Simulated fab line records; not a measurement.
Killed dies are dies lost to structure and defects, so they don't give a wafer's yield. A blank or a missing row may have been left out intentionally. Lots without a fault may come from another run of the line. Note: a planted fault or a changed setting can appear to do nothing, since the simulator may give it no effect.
fab line records + flow ritCmos
record
- lots=6
- wafers=18
- lastDay=7
route steps=202 shown NWELL@36 PWELL@39 M1@202
lots that met no fault: from a run of the same line without faults
startH: hours from the record's first day to the start of the lot's first wafer shown + waitH: hours elapsed since this lot's preceding step + " repeats the value in the row above + L1.1+2: several wafers, shown together as one row + - value missing, or start not given + * or withheld: withheld + < > ~ a bound
route shown NAME@n: names a module that has steps shown in the file, with the first one's number in the route + usual: mean and standard deviation over wafers with no fault + same: alike in all rows + chamber/n: place in a boat + sites: the reading at each site + _std_site: the standard deviation of these + _edge_site: mean of outer sites minus mean of inner sites + radiusMm: how far each site lies from the wafer's centre + mask NAME#n: copy n + behind: the tool/chamber that last shaped the wafer + hold: what put the lot on hold/how long, in hours/how the hold closed + device: which transistor (n, p or np) failed to switch + end of line: the same wafers' tests at the end of the route + where a step has no rows: the recipe by itself + killed: dies lost to structure and defects at the first sort, not the wafer's yield + map: the dies of a wafer, with x for killed, . for not killed, _ for no die there
set.NAME: the run value of the setting; set.NAME@STEP: its run value at that earlier step + model.NAME: the simulator's own value behind a step, which no gauge read
lots at selected steps of the route; one table per step, one row per wafer
services: when a tool's chamber went out of use (startH, in hours from the record's first day, below 0 if earlier), for how many hours, and the reason
## steps
# step RIT_NWELL_IMPLANT_08
# recipe
- species=P
- energyKev=170
- doseCm2=4.926e+13
- tiltDeg=7
# step RIT_NWELL_STRIP_09
# recipe
- chemistry=O2
- timeS=180
- resist=NOVOLAK
- platenTempC=withheld
- powerW=500
- pressureMtorr=4000
- o2FlowSccm=4000
# usual
- drypumpMotorCurrentA=5.7/0.61
- o2FlowSccm=4000/11
| lot.wafer | tool           | chamber | startH | waitH | drypumpMotorCurrentA | o2FlowSccm | rfHoursCounterH |
|-----------|----------------|---------|--------|-------|----------------------|------------|-----------------|
| L479.1    | plasmaAsher-04 | 0       | 26.99  | 0.1   | 5.8                  | 3980       | 35              |
| L479.2    | "              | 1       | "      | "     | 6.4                  | 4024       | 35              |
| L479.4    | "              | 0       | "      | "     | 5.9                  | 4009       | -               |
| L485.3    | plasmaAsher-01 | 0       | 55.77  | 0.1   | 6.4                  | 4010       | -               |
| L485.5    | "              | 0       | "      | "     | 6.5                  | 4003       | -               |
| L485.6    | "              | 1       | "      | "     | 5.2                  | 3995       | -               |
| L487.2    | plasmaAsher-02 | 0       | 66.13  | 0.1   | 5.1                  | 3995       | 28              |
| L487.3    | "              | 0       | "      | "     | 5.1                  | 4019       | -               |
| L487.5    | "              | 1       | "      | "     | 4.9                  | 3993       | -               |
| L496.1    | plasmaAsher-04 | 0       | 111.55 | 0.1   | 5.9                  | 4001       | 44              |
| L496.2    | "              | 1       | "      | "     | 6.4                  | 4010       | 44              |
| L496.3    | "              | 0       | "      | "     | 5.9                  | 4018       | -               |
| L497.1    | plasmaAsher-02 | 1       | 115.58 | 0.1   | 4.9                  | 3985       | 34              |
| L497.2    | "              | 0       | "      | "     | 5.1                  | 4003       | 34              |
| L497.4    | "              | 1       | "      | "     | 4.9                  | 3994       | -               |
| L501.1    | plasmaAsher-02 | 1       | 137.35 | 0.1   | 4.9                  | 3997       | 36              |
| L501.2    | "              | 0       | "      | "     | 5.1                  | 4011       | 36              |
| L501.5    | "              | 0       | "      | "     | 5.1                  | 3999       | -               |
# step RIT_NWELL_TW_MEAS_10
# usual
- NWELL_TW=2158/11
| lot.wafer | tool         | chamber | startH | waitH | NWELL_TW |
|-----------|--------------|---------|--------|-------|----------|
| L479.1    | filmMetro-03 | -       | 27.17  | 0.1   | 2166     |
| L479.2    | "            | -       | "      | "     | 2179     |
| L479.4    | "            | -       | "      | "     | 2167     |
| L485.3    | filmMetro-01 | -       | 55.90  | 0.1   | 2160     |
| L485.5    | "            | -       | "      | "     | 2154     |
| L485.6    | "            | -       | "      | "     | 2155     |
| L487.2    | filmMetro-04 | -       | 66.31  | 0.1   | 2129     |
| L487.3    | "            | -       | "      | "     | 2133     |
| L487.5    | "            | -       | "      | "     | 2149     |
| L496.1    | filmMetro-01 | -       | 111.72 | 0.1   | 2162     |
| L496.2    | "            | -       | "      | "     | 2167     |
| L496.3    | "            | -       | "      | "     | 2173     |
| L497.1    | filmMetro-01 | -       | 115.75 | 0.1   | 2163     |
| L497.2    | "            | -       | "      | "     | 2170     |
| L497.4    | "            | -       | "      | "     | 2180     |
| L501.1    | filmMetro-01 | -       | 137.53 | 0.1   | 2169     |
| L501.2    | "            | -       | "      | "     | 2180     |
| L501.5    | "            | -       | "      | "     | 2172     |
# step RIT_PWELL_HMDS_00
# recipe
- primeTimeS=60
- primeTempC=140
# step RIT_PWELL_COAT_01
# recipe
- resist=NOVOLAK
- spinRpm=2000
- resistThkNm=1300
# step RIT_PWELL_SOFTBAKE_02
# recipe
- resist=NOVOLAK
- tempC=90
- timeS=60
# step RIT_PWELL_EXPOSE_03
# recipe
- maskId=M3
- na=0.57
- targetCdNm=43700
- doseMj=250
# step RIT_PWELL_PEB_04
# recipe
- resist=NOVOLAK
- tempC=withheld
- timeS=withheld
# step RIT_PWELL_DEVELOP_05
# recipe
- resist=NOVOLAK
- developTimeS=68
- devTempC=23
# step RIT_PWELL_OVL_MEAS_06
# usual
- PWELL_OVL=1.4/1.3
| lot.wafer | tool       | chamber | startH | waitH | PWELL_OVL[nm] |
|-----------|------------|---------|--------|-------|---------------|
| L479.1    | overlay-02 | -       | 28.11  | -     | 1.1           |
| L479.2    | "          | -       | "      | "     | 2.3           |
| L479.4    | "          | -       | "      | "     | 0.4           |
| L485.3    | overlay-01 | -       | 56.84  | -     | 2.9           |
| L485.5    | "          | -       | "      | "     | 2.1           |
| L485.6    | "          | -       | "      | "     | 2.0           |
| L487.2    | overlay-02 | -       | 67.28  | -     | -1.2          |
| L487.3    | "          | -       | "      | "     | -1.2          |
| L487.5    | "          | -       | "      | "     | -0.2          |
| L496.1    | overlay-01 | -       | 112.66 | -     | 1.8           |
| L496.2    | "          | -       | "      | "     | 2.5           |
| L496.3    | "          | -       | "      | "     | 4.6           |
| L497.1    | overlay-01 | -       | 116.69 | -     | 1.4           |
| L497.2    | "          | -       | "      | "     | 0.5           |
| L497.4    | "          | -       | "      | "     | 1.0           |
| L501.1    | overlay-01 | -       | 138.47 | -     | 4.1           |
| L501.2    | "          | -       | "      | "     | 2.8           |
| L501.5    | "          | -       | "      | "     | 2.8           |
# step RIT_PWELL_HARDBAKE_07
# recipe
- resist=NOVOLAK
- tempC=140
- timeS=120
# step RIT_PWELL_IMPLANT_08
# recipe
- species=B
- energyKev=167
- doseCm2=7e+13
- tiltDeg=7
# step RIT_PWELL_STRIP_09
# recipe
- chemistry=O2
- timeS=180
- resist=NOVOLAK
- platenTempC=withheld
- powerW=500
- pressureMtorr=4000
- o2FlowSccm=4000
# usual
- drypumpMotorCurrentA=5.6/0.52
- o2FlowSccm=3996/12
| lot.wafer | tool           | chamber | startH | waitH | drypumpMotorCurrentA | o2FlowSccm | rfHoursCounterH |
|-----------|----------------|---------|--------|-------|----------------------|------------|-----------------|
| L479.1    | plasmaAsher-04 | 0       | 28.54  | 0.1   | 5.8                  | 3994       | 35              |
| L479.2    | "              | 1       | "      | "     | 6.4                  | 4006       | 35              |
| L479.4    | "              | 0       | "      | "     | 5.9                  | 3985       | -               |
| L485.3    | plasmaAsher-03 | 0       | 57.32  | 0.1   | 5.8                  | 4024       | -               |
| L485.5    | "              | 1       | "      | "     | 6.0                  | 4781       | -               |
| L485.6    | "              | 0       | "      | "     | 5.8                  | 4015       | -               |
| L487.2    | plasmaAsher-03 | 1       | 67.71  | 0.1   | 6.0                  | 4799       | 44              |
| L487.3    | "              | 1       | "      | "     | 6.1                  | 4811       | -               |
| L487.5    | "              | 0       | "      | "     | 5.8                  | 3988       | -               |
| L496.1    | plasmaAsher-02 | 1       | 113.10 | 0.1   | 4.9                  | 4005       | 33              |
| L496.2    | "              | 0       | "      | "     | 5.1                  | 3998       | 33              |
| L496.3    | "              | 0       | "      | "     | 5.1                  | 3998       | -               |
| L497.1    | plasmaAsher-02 | 1       | 117.13 | 0.1   | 5.0                  | 3983       | 34              |
| L497.2    | "              | 0       | "      | "     | 5.1                  | 3992       | 34              |
| L497.4    | "              | 1       | "      | "     | 4.9                  | 3984       | -               |
| L501.1    | plasmaAsher-03 | 1       | 138.90 | 0.1   | 6.1                  | 3999       | 51              |
| L501.2    | "              | 0       | "      | "     | 5.8                  | 4002       | 51              |
| L501.5    | "              | 0       | "      | "     | 5.8                  | 3990       | -               |
# step RIT_PWELL_TW_MEAS_10
# usual
- PWELL_TW=961/4.9
| lot.wafer | tool         | chamber | startH | waitH | PWELL_TW |
|-----------|--------------|---------|--------|-------|----------|
| L479.1    | filmMetro-01 | -       | 28.72  | 0.1   | 959      |
| L479.2    | "            | -       | "      | "     | 958      |
| L479.4    | "            | -       | "      | "     | 963      |
| L485.3    | filmMetro-01 | -       | 57.46  | 0.1   | 970      |
| L485.5    | "            | -       | "      | "     | 969      |
| L485.6    | "            | -       | "      | "     | 962      |
| L487.2    | filmMetro-03 | -       | 67.90  | 0.1   | 969      |
| L487.3    | "            | -       | "      | "     | 969      |
| L487.5    | "            | -       | "      | "     | 960      |
| L496.1    | filmMetro-04 | -       | 113.27 | 0.1   | 959      |
| L496.2    | "            | -       | "      | "     | 959      |
| L496.3    | "            | -       | "      | "     | 954      |
| L497.1    | filmMetro-04 | -       | 117.30 | 0.1   | 955      |
| L497.2    | "            | -       | "      | "     | 955      |
| L497.4    | "            | -       | "      | "     | 960      |
| L501.1    | filmMetro-04 | -       | 139.08 | 0.1   | 961      |
| L501.2    | "            | -       | "      | "     | 963      |
| L501.5    | "            | -       | "      | "     | 961      |
# step RIT_M1_PROBE_99
# usual
- killedAtContacts=0.1/0.29
- killedAtFrontEnd=7/3
- killedDies=7/3
- killedOpen=3.5/2
- killedShort=3.4/2
# same
- grossDies=264
- killed_at_M0_to_M3=0
- killed_at_M4_up=0
- killedAtBackSide=0
- killedAtOther=0
| lot.wafer | tool      | chamber | startH | waitH | killedAtContacts | killedAtFrontEnd | killedDies | killedOpen | killedShort |
|-----------|-----------|---------|--------|-------|------------------|------------------|------------|------------|-------------|
| L479.1    | prober-02 | -       | 62.48  | 0.1   | 0                | 12               | 12         | 4          | 8           |
| L479.2    | prober-02 | -       | 62.53  | 0.1   | 0                | 6                | 6          | 2          | 4           |
| L479.4    | prober-02 | -       | 62.63  | 0.2   | 0                | 5                | 5          | 2          | 3           |
| L485.3    | prober-02 | -       | 91.49  | 0.2   | 0                | 11               | 11         | 4          | 7           |
| L485.5    | prober-02 | -       | 91.59  | 0.2   | 0                | 9                | 9          | 5          | 4           |
| L485.6    | prober-02 | -       | 91.64  | 0.2   | 0                | 10               | 10         | 6          | 4           |
| L487.2    | prober-02 | -       | 102.65 | 0.1   | 0                | 7                | 7          | 4          | 3           |
| L487.3    | prober-02 | -       | 102.70 | 0.2   | 0                | 11               | 11         | 7          | 4           |
| L487.5    | prober-02 | -       | 102.80 | 0.2   | 0                | 9                | 9          | 6          | 3           |
| L496.1    | prober-01 | -       | 148.45 | 0.1   | 0                | 8                | 8          | 5          | 3           |
| L496.2    | prober-01 | -       | 148.50 | 0.1   | 1                | 6                | 7          | 5          | 2           |
| L496.3    | prober-01 | -       | 148.55 | 0.2   | 0                | 10               | 10         | 8          | 2           |
| L497.1    | prober-02 | -       | 151.47 | 0.1   | 0                | 8                | 8          | 4          | 4           |
| L497.2    | prober-02 | -       | 151.52 | 0.1   | 0                | 11               | 11         | 6          | 5           |
| L497.4    | prober-02 | -       | 151.62 | 0.2   | 0                | 7                | 7          | 3          | 4           |
| L501.1    | prober-01 | -       | 177.06 | 0.1   | 0                | 8                | 8          | 6          | 2           |
| L501.2    | prober-01 | -       | 177.11 | 0.1   | 0                | 5                | 5          | 3          | 2           |
| L501.5    | prober-01 | -       | 177.26 | 0.2   | 0                | 6                | 6          | 5          | 1           |
# killed by level:class
L479.1 REOX:geometricParticle:short=3 GATE:geometricParticle:open=2 SILICIDE:geometricParticle:short=2 FOX1:geometricParticle:short=1 FOX1:geometricParticle:open=1 FOX2:geometricParticle:open=1 FOX2:geometricParticle:short=1 GATE:geometricParticle:short=1
L479.2 FOX1:geometricParticle:short=1 GATE:geometricParticle:short=1 GATE:geometricParticle:open=1 REOX:geometricParticle:short=1 SPACER:geometricParticle:short=1 SILICIDE:geometricParticle:open=1
L479.4 FOX1:geometricParticle:short=1 FOX1:geometricParticle:open=1 GATE:geometricParticle:short=1 REOX:geometricParticle:short=1 SILICIDE:geometricParticle:open=1
L485.3 SPACER:geometricParticle:short=4 GATE:geometricParticle:short=3 FOX1:geometricParticle:open=1 REOX:geometricParticle:open=1 SPACER:geometricParticle:open=1 SILICIDE:geometricParticle:open=1
L485.5 GATE:geometricParticle:open=4 GATE:geometricParticle:short=3 FOX2:geometricParticle:short=1 SILICIDE:geometricParticle:open=1
L485.6 GATE:geometricParticle:open=4 GATE:geometricParticle:short=3 FOX1:geometricParticle:open=1 REOX:geometricParticle:short=1 SILICIDE:geometricParticle:open=1
L487.2 SILICIDE:geometricParticle:short=3 SPACER:geometricParticle:open=2 SILICIDE:geometricParticle:open=2
L487.3 SILICIDE:geometricParticle:open=3 GATE:geometricParticle:open=2 GATE:geometricParticle:short=2 REOX:geometricParticle:open=2 SILICIDE:geometricParticle:short=2
L487.5 GATE:geometricParticle:open=2 SPACER:geometricParticle:short=2 SILICIDE:geometricParticle:open=2 FOX1:geometricParticle:open=1 FOX2:geometricParticle:open=1 FOX2:geometricParticle:short=1
L496.1 FOX1:geometricParticle:open=4 FOX1:geometricParticle:short=2 FOX2:geometricParticle:short=1 GATE:geometricParticle:open=1
L496.2 GATE:geometricParticle:short=2 GATE:geometricParticle:open=2 REOX:geometricParticle:open=1 SILICIDE:geometricParticle:open=1 CONTACT:geometricParticle:open=1
L496.3 FOX1:geometricParticle:open=3 SPACER:geometricParticle:open=3 GATE:geometricParticle:open=1 GATE:geometricParticle:short=1 REOX:geometricParticle:short=1 REOX:geometricParticle:open=1
L497.1 FOX1:geometricParticle:open=2 GATE:geometricParticle:short=2 FOX1:geometricParticle:short=1 REOX:geometricParticle:short=1 SPACER:geometricParticle:open=1 SILICIDE:geometricParticle:open=1
L497.2 GATE:geometricParticle:short=3 FOX1:geometricParticle:open=2 GATE:geometricParticle:open=2 FOX1:geometricParticle:short=1 SPACER:geometricParticle:short=1 SPACER:geometricParticle:open=1 SILICIDE:geometricParticle:open=1
L497.4 GATE:geometricParticle:open=2 SPACER:geometricParticle:short=2 GATE:geometricParticle:short=1 REOX:geometricParticle:short=1 SPACER:geometricParticle:open=1
L501.1 FOX2:geometricParticle:open=3 FOX2:geometricParticle:short=2 FOX1:geometricParticle:open=1 SPACER:geometricParticle:open=1 SILICIDE:geometricParticle:open=1
L501.2 FOX1:geometricParticle:open=2 FOX2:geometricParticle:open=1 GATE:geometricParticle:short=1 SILICIDE:geometricParticle:short=1
L501.5 GATE:geometricParticle:open=3 FOX2:geometricParticle:open=2 FOX1:geometricParticle:short=1
## services
| tool           | chamber | startH | hours | kind      |
|----------------|---------|--------|-------|-----------|
| plasmaAsher-02 | -       | 106.27 | 1.4   | repair    |
| plasmaAsher-01 | -       | 108.75 | 9.0   | pm        |
| plasmaAsher-01 | 0       | 108.75 | 9.0   | ventCycle |
| plasmaAsher-01 | 1       | 108.75 | 9.0   | ventCycle |
| plasmaAsher-01 | 0       | 117.75 | -     | clean     |
| plasmaAsher-01 | 1       | 117.75 | -     | clean     |
## key
firstSign
- step=RIT_PWELL_STRIP_09
- reading=o2FlowSccm
- direction=up
- sigmas=65
- usual=3996
- struck=4797
effect none on later readings
metAt RIT_PWELL_STRIP_09
struckWafers L485.5,L487.2,L487.3
testerLeftOut L485,L487
fault
- kind=processParameterDrift
- tool=plasmaAsher-03
- chamber=1
- onsetH=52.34
- steps=RIT_PWELL_STRIP_09
- channel=o2FlowSccm
- offset=800
- shape=step
- endH=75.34
- actsIn=theseRecipesOnly
- stated=4000
# testerLeftOut: of these lots the tester's yield and bins aren't shown, on N5 and GAA mostly nor the transistor test; their killed dies are dies lost to structure and defects alone, not to doping, threshold or leakage, so they don't give the yield
